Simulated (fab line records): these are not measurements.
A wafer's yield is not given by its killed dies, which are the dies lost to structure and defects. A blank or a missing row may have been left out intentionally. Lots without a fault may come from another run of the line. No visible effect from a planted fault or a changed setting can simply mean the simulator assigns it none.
fab line records ; flow ritCmos
[record] lots = 14; wafers = 42; lastDay = 7
route steps=202 shown NRETRO@61 M1@202
lots that met no fault: from a run of the same line without faults
startH: hours from the record's first day to the start of the lot's first wafer shown ; waitH: time in hours since the lot's previous step ; " as in the row above ; L1.1+2: a single row standing in for several wafers ; - value missing, or start not given ; * or withheld: withheld ; < > ~ a bound
route shown NAME@n: names a module that has steps shown in the file, with the first one's number in the route ; usual: mean/standard deviation of fault-free wafers ; same: alike in all rows ; chamber/n: place in a boat ; sites: readings site by site ; _std_site: standard deviation of those values ; _edge_site: the outer-site mean with the inner-site mean subtracted ; radiusMm: how far each site lies from the wafer's centre ; mask NAME#n: copy n ; behind: tool/chamber where the wafer was last shaped ; hold: reason for holding the lot/hours on hold/outcome of the hold ; device: transistor that didn't switch, given as n, p or np ; end of line: at the end of the route, the tests of the same wafers ; for a step that has no rows: nothing shown but its recipe ; killed: the dies lost at the first sort to structure and to defects; this is not the yield of the wafer ; map: dies across one wafer; x = killed, . = not, _ = none there
set.NAME: the run value of the setting; set.NAME@STEP: its run value at that earlier step ; model.NAME: the simulator's own value behind a step, which no gauge read
the route's steps for a sample of lots (tables are steps, rows are wafers)
services: from which hour (startH, from the record's first day; less than 0 if before it) a tool's chamber was out of use, for how many hours, and why
[[steps]]
[step RIT_NRETRO_IMPLANT_08]
[recipe] species = P; energyKev = 70.76; doseCm2 = 1e+13; tiltDeg = 7
[usual] doseIonsCm2 = 9.996e+12/1.1e+10; faradayCurrentUA = 31.7/0.68
lot.wafer;tool;chamber;startH;waitH;doseIonsCm2;faradayCurrentUA
L664.3;implanter-03;0;30.01;0.2;9.983e+12;33.0
L664.4;implanter-03;0;30.01;0.2;9.978e+12;32.1
L664.6;implanter-03;0;30.01;0.2;9.988e+12;31.3
L665.2;implanter-02;0;36.68;0.2;9.983e+12;31.6
L665.3;implanter-02;0;36.68;0.2;9.999e+12;31.6
L665.6;implanter-02;0;36.68;0.2;9.979e+12;31.8
L667.2;implanter-01;0;48.71;0.2;9.995e+12;31.2
L667.4;implanter-01;0;48.71;0.2;9.995e+12;30.7
L667.6;implanter-01;0;48.71;0.2;9.982e+12;33.4
L668.4;implanter-01;0;54.69;0.2;9.989e+12;30.7
L668.5;implanter-01;0;54.69;0.2;9.98e+12;32.7
L668.6;implanter-01;0;54.69;0.2;9.982e+12;32.4
L669.2;implanter-01;0;58.41;0.2;7.788e+12;25.1
L669.5;implanter-01;0;58.41;0.2;7.796e+12;25.4
L669.6;implanter-01;0;58.41;0.2;7.795e+12;25.4
L670.1;implanter-02;0;62.38;0.2;9.988e+12;31.6
L670.4;implanter-02;0;62.38;0.2;9.993e+12;31.4
L670.6;implanter-02;0;62.38;0.2;9.973e+12;30.7
L672.2;implanter-01;0;75.54;0.2;7.797e+12;25.5
L672.3;implanter-01;0;75.54;0.2;7.803e+12;24.0
L672.4;implanter-01;0;75.54;0.2;7.814e+12;25.1
L674.2;implanter-03;0;81.44;0.2;9.985e+12;32.7
L674.3;implanter-03;0;81.44;0.2;9.988e+12;32.1
L674.5;implanter-03;0;81.44;0.2;1.0007e+13;30.9
L679.1;implanter-03;0;106.71;0.2;1.001e+13;32.0
L679.2;implanter-03;0;106.71;0.2;1.0015e+13;32.1
L679.4;implanter-03;0;106.71;0.2;9.992e+12;31.2
L681.2;implanter-03;0;115.06;0.2;9.995e+12;31.9
L681.4;implanter-03;0;115.06;0.2;9.982e+12;31.0
L681.5;implanter-03;0;115.06;0.2;9.989e+12;32.8
L682.1;implanter-03;0;121.34;0.2;1.001e+13;31.0
L682.4;implanter-03;0;121.34;0.2;1.0008e+13;31.5
L682.6;implanter-03;0;121.34;0.2;9.999e+12;30.1
L684.1;implanter-02;0;132.33;0.2;1.002e+13;31.9
L684.2;implanter-02;0;132.33;0.2;1.0008e+13;31.5
L684.3;implanter-02;0;132.33;0.2;1.001e+13;31.4
L685.1;implanter-03;0;137.34;0.2;1.0007e+13;31.0
L685.4;implanter-03;0;137.34;0.2;1.0009e+13;30.8
L685.6;implanter-03;0;137.34;0.2;9.987e+12;31.7
L686.1;implanter-02;0;144.59;0.2;9.99e+12;31.4
L686.3;implanter-02;0;144.59;0.2;9.986e+12;31.5
L686.4;implanter-02;0;144.59;0.2;9.999e+12;31.0
[step RIT_NRETRO_TW_MEAS_10]
[usual] NRETRO_TW = 1048/10
lot.wafer;tool;chamber;startH;waitH;NRETRO_TW
L664.3;filmMetro-02;-;30.30;0.1;1052
L664.4;filmMetro-02;-;30.30;0.1;1054
L664.6;filmMetro-02;-;30.30;0.1;1055
L665.2;filmMetro-04;-;36.99;0.1;1056
L665.3;filmMetro-04;-;36.99;0.1;1046
L665.6;filmMetro-04;-;36.99;0.1;1053
L667.2;filmMetro-03;-;49.02;0.1;1039
L667.4;filmMetro-03;-;49.02;0.1;1043
L667.6;filmMetro-03;-;49.02;0.1;1045
L668.4;filmMetro-02;-;54.97;0.1;1062
L668.5;filmMetro-02;-;54.97;0.1;1059
L668.6;filmMetro-02;-;54.97;0.1;1058
L669.2;filmMetro-04;-;58.76;0.2;969
L669.5;filmMetro-04;-;58.76;0.2;968
L669.6;filmMetro-04;-;58.76;0.2;973
L670.1;filmMetro-02;-;62.70;0.1;1062
L670.4;filmMetro-02;-;62.70;0.1;1057
L670.6;filmMetro-02;-;62.70;0.1;1055
L672.2;filmMetro-02;-;75.85;0.1;973
L672.3;filmMetro-02;-;75.85;0.1;971
L672.4;filmMetro-02;-;75.85;0.1;967
L674.2;filmMetro-03;-;81.75;0.1;1042
L674.3;filmMetro-03;-;81.75;0.1;1034
L674.5;filmMetro-03;-;81.75;0.1;1032
L679.1;filmMetro-03;-;107.04;0.1;1032
L679.2;filmMetro-03;-;107.04;0.1;1040
L679.4;filmMetro-03;-;107.04;0.1;1032
L681.2;filmMetro-04;-;115.37;0.1;1058
L681.4;filmMetro-04;-;115.37;0.1;1056
L681.5;filmMetro-04;-;115.37;0.1;1055
L682.1;filmMetro-04;-;121.66;0.1;1056
L682.4;filmMetro-04;-;121.66;0.1;1060
L682.6;filmMetro-04;-;121.66;0.1;1055
L684.1;filmMetro-03;-;132.66;0.1;1036
L684.2;filmMetro-03;-;132.66;0.1;1034
L684.3;filmMetro-03;-;132.66;0.1;1032
L685.1;filmMetro-03;-;137.67;0.1;1030
L685.4;filmMetro-03;-;137.67;0.1;1033
L685.6;filmMetro-03;-;137.67;0.1;1035
L686.1;filmMetro-02;-;144.91;0.1;1053
L686.3;filmMetro-02;-;144.91;0.1;1051
L686.4;filmMetro-02;-;144.91;0.1;1053
[step RIT_M1_PROBE_99]
[usual] killedAtContacts = 0.1/0.31; killedAtFrontEnd = 8/3.1; killedDies = 8/3.2; killedOpen = 3.9/2.2; killedShort = 3.8/2.1
[same] grossDies = 264; killed_at_M0_to_M3 = 0; killed_at_M4_up = 0; killedAtBackSide = 0; killedAtOther = 0
lot.wafer;tool;chamber;startH;waitH;killedAtContacts;killedAtFrontEnd;killedDies;killedOpen;killedShort
L674.2;prober-02;-;112.80;0.1;0;7;7;3;4
L674.3;prober-02;-;112.85;0.2;0;8;8;3;5
L674.5;prober-02;-;112.95;0.2;0;4;4;2;2
L681.2;prober-01;-;144.98;0.1;0;12;12;7;5
L681.4;prober-01;-;145.08;0.2;0;6;6;3;3
L681.5;prober-01;-;145.13;0.2;0;10;10;4;6
L685.1;prober-01;-;166.26;0.1;0;12;12;7;5
L685.4;prober-01;-;166.41;0.2;0;9;9;7;2
L685.6;prober-01;-;166.51;0.2;0;11;11;6;5
// killed by level:class
L674.2 FOX1:geometricParticle:short=2 GATE:geometricParticle:short=2 GATE:geometricParticle:open=2 SILICIDE:geometricParticle:open=1
L674.3 SILICIDE:geometricParticle:short=4 FOX1:geometricParticle:open=1 GATE:geometricParticle:open=1 GATE:geometricParticle:short=1 SPACER:geometricParticle:open=1
L674.5 REOX:geometricParticle:short=1 REOX:geometricParticle:open=1 SPACER:geometricParticle:open=1 SILICIDE:geometricParticle:short=1
L681.2 GATE:geometricParticle:open=4 FOX1:geometricParticle:short=2 FOX2:geometricParticle:open=2 GATE:geometricParticle:short=2 FOX2:geometricParticle:short=1 SILICIDE:geometricParticle:open=1
L681.4 GATE:geometricParticle:open=3 FOX2:geometricParticle:short=2 GATE:geometricParticle:short=1
L681.5 GATE:geometricParticle:short=5 REOX:geometricParticle:open=2 FOX2:geometricParticle:short=1 GATE:geometricParticle:open=1 SILICIDE:geometricParticle:open=1
L685.1 FOX2:geometricParticle:open=3 FOX2:geometricParticle:short=2 GATE:geometricParticle:short=2 SPACER:geometricParticle:open=2 SILICIDE:geometricParticle:open=2 SPACER:geometricParticle:short=1
L685.4 GATE:geometricParticle:open=3 REOX:geometricParticle:open=2 GATE:geometricParticle:short=1 SPACER:geometricParticle:short=1 SPACER:geometricParticle:open=1 SILICIDE:geometricParticle:open=1
L685.6 GATE:geometricParticle:open=3 FOX2:geometricParticle:short=2 GATE:geometricParticle:short=2 SILICIDE:geometricParticle:open=2 FOX2:geometricParticle:open=1 REOX:geometricParticle:short=1
[[services]]
tool;chamber;startH;hours;kind
implanter-03;-;57.50;1.7;repair
implanter-03;-;65.47;4.7;pm
implanter-03;-;70.16;3.2;pm
implanter-01;-;82.18;4.4;pm
implanter-03;-;84.58;10.2;repair
implanter-02;-;121.27;6.1;repair
[[key]]
[firstSign] step = RIT_NRETRO_IMPLANT_08; reading = doseIonsCm2; direction = down; sigmas = 99+; usual = 9.996e+12; struck = 7.799e+12
[effect] step = RIT_NRETRO_IMPLANT_08; reading = faradayCurrentUA; direction = down; sigmas = 9.8; usual = 31.7; struck = 25.1
[effect] step = RIT_NRETRO_TW_MEAS_10; reading = NRETRO_TW; direction = down; sigmas = 7.7; usual = 1048; struck = 970
metAt RIT_NRETRO_IMPLANT_08
struckLots L669,L672
testerLeftOut L669,L672
onsetBetween 54.69 58.41
[fault] kind = processParameterDrift; tool = implanter-01; chamber = -; onsetH = 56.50; steps = RIT_NRETRO_IMPLANT_08; channel = doseCm2; offset = -2.2e+12; shape = step; endH = 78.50; actsIn = theseRecipesOnly; stated = 1e+13
// testerLeftOut: of these lots the tester's yield and bins aren't shown, on N5 and GAA mostly nor the transistor test; their killed dies are dies lost to structure and defects alone, not to doping, threshold or leakage, so they don't give the yield
